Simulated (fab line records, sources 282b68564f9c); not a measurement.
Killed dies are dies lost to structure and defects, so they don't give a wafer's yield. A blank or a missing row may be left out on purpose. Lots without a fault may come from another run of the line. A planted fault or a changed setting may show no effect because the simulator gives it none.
One fault seen from 2 desks | flow rit_cmos | each desk has only its own numbers; what lay behind them comes last

THE TOOL OWNER'S DESK: lpcvd-01
The tool's own readings at RIT_ACTIVE_CVD_03 (deposits Si3N4 from SiH2Cl2/NH3, target thk 150 nm, time 1500 s): means of the sampled wafers that have a number, for each lot that ran on this tool. A lot is out of limits, marked OUT, if its mean lies more than 4 standard deviations from the usual mean; the brackets give that distance.
Columns: A = sih2cl2_flow_sccm at RIT_ACTIVE_CVD_03, usual 59.97 sccm; B = zone_power_centre_pct at RIT_ACTIVE_CVD_03, usual 37.9 %
lot  | first seen here | A     | B
L636 | day 1 12:07     | 60.00 | 34.9
L649 | day 4 05:07     | 59.87 | 35.7
This desk's finding: nothing out of limits on any of the 2 lots.

THE METROLOGY DESK
What the gauges read, lot by lot, whatever tool the lot ran on: means of the sampled wafers that have a number. A lot is out of limits, marked OUT, if its mean lies more than 4 standard deviations from the usual mean; the brackets give that distance.
Columns: A = ACTIVE_NITRIDE_THK at RIT_ACTIVE_THK_MEAS_04, usual 149.5 nm
lot  | first seen here | A
L636 | day 1 13:34     | 150.7
L637 | day 1 18:32     | 152.3
L639 | day 2 04:32     | 149.8
L640 | day 2 09:32     | 150.1
L644 | day 3 05:57     | 150.2
L649 | day 4 06:32     | 157.3 (+6.0) OUT
L650 | day 4 11:33     | 148.4
L653 | day 5 02:32     | 148.8
L654 | day 5 07:32     | 149.0
L655 | day 5 12:37     | 148.4
L656 | day 5 18:01     | 146.9
L658 | day 6 03:49     | 150.6
L659 | day 6 08:32     | 150.3
This desk's finding: out of limits on L649; first on L649, day 4 06:32 (ACTIVE_NITRIDE_THK at RIT_ACTIVE_THK_MEAS_04). In limits: L636, L637, L639, L640, L644, L650, L653, L654, L655, L656, L658, L659.

PUT TOGETHER
The metrology desk could have raised an alarm at day 4 06:32, on L649.
The tool owner's desk saw nothing out of limits.
The tool owner's desk has L649 on record, within its limits.
Of the lots named, all ran RIT_ACTIVE_CVD_03 on lpcvd-01.

WHAT THE SIMULATOR HAD PUT IN
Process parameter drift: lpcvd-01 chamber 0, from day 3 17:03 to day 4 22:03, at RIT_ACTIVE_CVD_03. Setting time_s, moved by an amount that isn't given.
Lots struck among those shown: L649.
Hours from the fault's start to each desk's first reading out of limits: the metrology desk, 13.
